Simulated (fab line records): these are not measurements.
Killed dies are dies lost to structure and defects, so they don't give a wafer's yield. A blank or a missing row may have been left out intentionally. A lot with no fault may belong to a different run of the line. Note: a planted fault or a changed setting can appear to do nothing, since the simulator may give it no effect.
Which tool was responsible?    flow rit-cmos    Sampling: 14 lots, 42 wafers, 5 of 202 route steps

## WHAT THE GAUGES SHOWED, per wafer
RIT_SDANNEAL_RS_MEAS_04: the measuring method here is four-point-probe. Usual: PSD_RS gives 115.70 ohm/sq (standard deviation 0.27).
lot   measured     on             PSD_RS (ohm/sq)       flag
L859  day 3 14:06  film-metro-02  115.79 115.43 115.66  
L862  day 4 04:58  film-metro-04  115.62 115.50 115.09  
L863  day 4 05:32  film-metro-02  115.52 115.50 115.89  
L864  day 4 13:10  film-metro-02  115.90 115.73 115.69  
L865  day 4 16:20  film-metro-04  115.60 115.59 115.35  
L866  day 4 21:56  film-metro-01  115.71 116.10 115.91  
L867  day 5 04:32  film-metro-04  116.04 115.94 116.42  
L869  day 5 11:25  film-metro-02  72.44 72.75 72.45     OFF
L871  day 5 19:55  film-metro-02  72.59 72.67 72.49     OFF
L874  day 6 13:39  film-metro-01  115.77 115.65 115.65  
L876  day 7 00:56  film-metro-04  115.37 115.51 115.44  
L878  day 7 09:43  film-metro-02  116.30 115.38 115.62  
L880  day 7 18:34  film-metro-01  115.65 115.96 115.79  
L882  day 8 05:56  film-metro-01  115.58 115.63 115.53  

RIT_SDANNEAL_RS_MEAS_05: the measuring method here is four-point-probe. Usual: NSD_RS gives 84.4 ohm/sq (standard deviation 0.31).
lot   measured     on             NSD_RS (ohm/sq)  flag
L859  day 3 14:13  film-metro-02  84.4 84.1 84.3   
L862  day 4 05:05  film-metro-04  84.4 84.5 84.5   
L863  day 4 05:40  film-metro-02  84.6 84.6 84.4   
L864  day 4 13:17  film-metro-02  84.6 84.4 83.8   
L865  day 4 16:27  film-metro-04  84.0 84.0 84.2   
L866  day 4 22:04  film-metro-01  84.9 84.9 84.6   
L867  day 5 04:39  film-metro-04  83.9 84.1 84.0   
L869  day 5 11:32  film-metro-02  77.8 77.3 77.3   OFF
L871  day 5 20:02  film-metro-02  76.7 76.8 76.7   OFF
L874  day 6 13:46  film-metro-01  84.9 84.7 84.9   
L876  day 7 01:04  film-metro-04  84.2 84.3 84.3   
L878  day 7 09:50  film-metro-02  84.6 84.5 84.6   
L880  day 7 18:41  film-metro-01  84.6 84.3 84.2   
L882  day 8 06:03  film-metro-01  85.1 84.9 85.0   

RIT_SDANNEAL_RS_MEAS_06: the measuring method here is four-point-probe. Usual: PLDD_RS gives 178.4 ohm/sq (standard deviation 0.42).
lot   measured     on             PLDD_RS (ohm/sq)   flag
L859  day 3 14:20  film-metro-02  179.4 179.0 179.3  
L862  day 4 05:13  film-metro-04  178.6 178.4 178.0  
L863  day 4 05:47  film-metro-02  179.0 178.4 178.8  
L864  day 4 13:25  film-metro-02  178.6 178.7 178.4  
L865  day 4 16:34  film-metro-04  178.5 178.1 178.2  
L866  day 4 22:11  film-metro-01  178.7 178.7 178.5  
L867  day 5 04:46  film-metro-04  178.2 178.5 178.7  
L869  day 5 11:39  film-metro-02  141.7 141.5 141.6  OFF
L871  day 5 20:09  film-metro-02  140.9 141.2 140.7  OFF
L874  day 6 13:53  film-metro-01  178.5 178.4 178.2  
L876  day 7 01:11  film-metro-04  178.0 177.5 177.7  
L878  day 7 09:58  film-metro-02  178.4 177.9 178.2  
L880  day 7 18:48  film-metro-01  179.0 178.6 178.3  
L882  day 8 06:10  film-metro-01  177.1 178.4 178.0  

RIT_SDANNEAL_RS_MEAS_07: the measuring method here is four-point-probe. Usual: NLDD_RS gives 151.5 ohm/sq (standard deviation 0.62).
lot   measured     on             NLDD_RS (ohm/sq)   flag
L859  day 3 14:28  film-metro-02  151.1 150.7 150.5  
L862  day 4 05:20  film-metro-04  150.2 150.8 150.6  
L863  day 4 05:54  film-metro-02  151.4 151.8 152.0  
L864  day 4 13:32  film-metro-02  151.7 151.4 151.4  
L865  day 4 16:41  film-metro-04  152.2 151.6 151.6  
L866  day 4 22:18  film-metro-01  151.5 151.6 151.2  
L867  day 5 04:53  film-metro-04  151.2 151.1 151.7  
L869  day 5 11:46  film-metro-02  143.0 142.7 142.2  OFF
L871  day 5 20:16  film-metro-02  142.8 143.0 143.0  OFF
L874  day 6 14:01  film-metro-01  153.0 152.5 152.4  
L876  day 7 01:18  film-metro-04  151.4 151.7 151.3  
L878  day 7 10:05  film-metro-02  152.5 152.3 152.2  
L880  day 7 18:55  film-metro-01  152.0 152.7 152.2  
L882  day 8 06:17  film-metro-01  152.0 151.6 152.7  

## TOOL THAT RAN EACH LOT (tool first, then ch and the chambers of the sampled wafers, then the start)
lot   RIT_SDANNEAL_RTA_03
L859  rtp-anneal-01 ch 0, day 3 14:01
L862  rtp-anneal-02 ch 0, day 4 04:54
L863  rtp-anneal-01 ch 0, day 4 05:29
L864  rtp-anneal-02 ch 0, day 4 13:07
L865  rtp-anneal-01 ch 0, day 4 16:17
L866  rtp-anneal-02 ch 0, day 4 21:53
L867  rtp-anneal-01 ch 0, day 5 04:28
L869  rtp-anneal-01 ch 0, day 5 11:20
L871  rtp-anneal-01 ch 0, day 5 19:52
L874  rtp-anneal-02 ch 0, day 6 13:35
L876  rtp-anneal-02 ch 0, day 7 00:53
L878  rtp-anneal-02 ch 0, day 7 09:40
L880  rtp-anneal-02 ch 0, day 7 18:29
L882  rtp-anneal-02 ch 0, day 8 05:52
- RIT_SDANNEAL_RTA_03: time 5 s.

## AS READ BY THE TOOLS THEMSELVES (means over the sampled wafers that have a number; for cases with no such wafer, the mark the record gives instead)
RIT_SDANNEAL_RTA_03. Usual: 1053.4 for wafer_temp_C_max, sd 1.1.
lot   tool           wafer_temp_C_max  flag
L859  rtp-anneal-01  1054.5            
L862  rtp-anneal-02  1053.1            
L863  rtp-anneal-01  1053.1            
L864  rtp-anneal-02  1053.4            
L865  rtp-anneal-01  1053.6            
L866  rtp-anneal-02  1053.2            
L867  rtp-anneal-01  1052.6            
L869  rtp-anneal-01  1053.4            
L871  rtp-anneal-01  1053.1            
L874  rtp-anneal-02  1052.7            
L876  rtp-anneal-02  1055.3            
L878  rtp-anneal-02  1052.4            
L880  rtp-anneal-02  1054.1            
L882  rtp-anneal-02  1052.9            

## THE ANSWER, worked out from the rows above alone
Rule: take the mean of a lot's wafers that have a number; if it is more than 3 standard deviations from the usual mean, the lot is off. A lot without any number at a reading at which 4 lots or more have one is off too. Any other lot the step has rows for is counted as sound. First the gauges in route order, then the tools' own readings, where a lot's mean is used as printed above. At the first step where some lot is off, the reading lying furthest off is the one used; lots without a number count as furthest.
Off: at RIT_SDANNEAL_RS_MEAS_04 (PSD_RS), L869, L871.
If a tool, at a process step before that reading, ran all the lots that are off and no sound lot after the first of them, it fits. Those tools and the gauges at RIT_SDANNEAL_RS_MEAS_04 are tried in the same way. One fits: rtp-anneal-01 at RIT_SDANNEAL_RTA_03. Its last sound lot is L867 (day 5 04:28), its first lot that is off L869 (day 5 11:20): a fault that began between those two fits.

## WHAT THE SIMULATOR HAD PUT IN
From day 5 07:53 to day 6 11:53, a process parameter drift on rtp-anneal-01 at RIT_SDANNEAL_RTA_03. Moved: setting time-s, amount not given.
Struck lots among those shown: L869, L871. The rule given above showed the same thing.
